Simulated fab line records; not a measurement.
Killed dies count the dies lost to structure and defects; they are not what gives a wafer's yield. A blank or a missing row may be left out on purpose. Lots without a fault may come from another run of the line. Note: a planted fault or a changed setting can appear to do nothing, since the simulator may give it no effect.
Problem report, 8D (eight disciplines) form, completed by code	flow rit-cmos	the parts of the form that need people (team, actions taken, sign-off) are left out

== 1. PROBLEM STATEMENT ==
Wafers free of any fault read 46.6 nm (standard deviation 0.99) for ACTIVE_OXIDE_THK at RIT_ACTIVE_THK_MEAS_02, against a mean of 72.2 nm on 6 wafers of 2 lots. Measured from the usual mean, that is +26 standard deviations.
First observed at day 3 14:34: wafer L402.1, on film-metro-03. The record holds 42 wafers of 14 lots with a number at this step. Rule for "out", or "out of limits": more than 4 standard deviations from the usual mean. Any other wafer with a number is counted as sound.

== 2. WHAT IT IS AND WHAT IT IS NOT ==
question	is	is not
which readings at this step	ACTIVE_OXIDE_THK	-
which lots	L402, L403	L392, L393, L394, L395, L396, L397, L400, L406, L407, L409, L411, L415
which wafers of those lots	all that have a number	-
read on which gauges	film-metro-01, film-metro-03	film-metro-04
when	from day 3 14:34	up to then (21 sound wafers); but 15 sound wafers of L406, L407, L409, L411, L415 came after

== 3. WHAT RULES OUT EACH SUSPECT ==
Counting: any tool at a process step up to the reading is kept as a suspect provided that every lot that is out went through it and no sound lot did after the first of them.
- the gauge at RIT_ACTIVE_THK_MEAS_02: ruled out. 2 gauges (film-metro-01, film-metro-03) read the wafers that are out.
- furnace-03 at RIT_ACTIVE_OXIDATION_01 (target thk 46.8 nm, ox time 3360 s): kept. It ran every lot that is out, first L402 (day 3 12:38), and no sound lot after that; its last sound lot up to then is L396 (day 2 07:08).
Remaining after the count: furnace-03 at RIT_ACTIVE_OXIDATION_01.

== 4. THE CAUSE (what the simulator had put in) ==
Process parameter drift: furnace-03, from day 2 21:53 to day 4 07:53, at RIT_ACTIVE_OXIDATION_01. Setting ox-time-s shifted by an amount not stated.
Counting left only this tool.

== 5. SEQUENCE OF EFFECTS, ordered by route ==
One row per reading whose mean, taken over the struck wafers that have a number, lies over 3 standard deviations from the usual. Readings are gone through only where the record gives a usual standard deviation; hours: the median, over the lots, of the time from a lot's start at the first step in this table giving one to that lot's start at this step; sigmas: the change measured in usual standard deviations.
hours	step	reading	usual	on struck wafers	change	sigmas
0	RIT_ACTIVE_THK_MEAS_02	ACTIVE_OXIDE_THK	46.6 nm	72.2	+25.6	+26

== 6. WHAT WOULD HAVE CAUGHT IT SOONER ==
17 hours passed between the start of the fault at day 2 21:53 and the first reading out of limits at a measuring or inspecting step in this record, taken at day 3 14:34.
L403, from the lots that are out (2), started RIT_ACTIVE_OXIDATION_01 on furnace-03 later than day 3 14:34. Had the tool been put on hold then, it would have been spared.
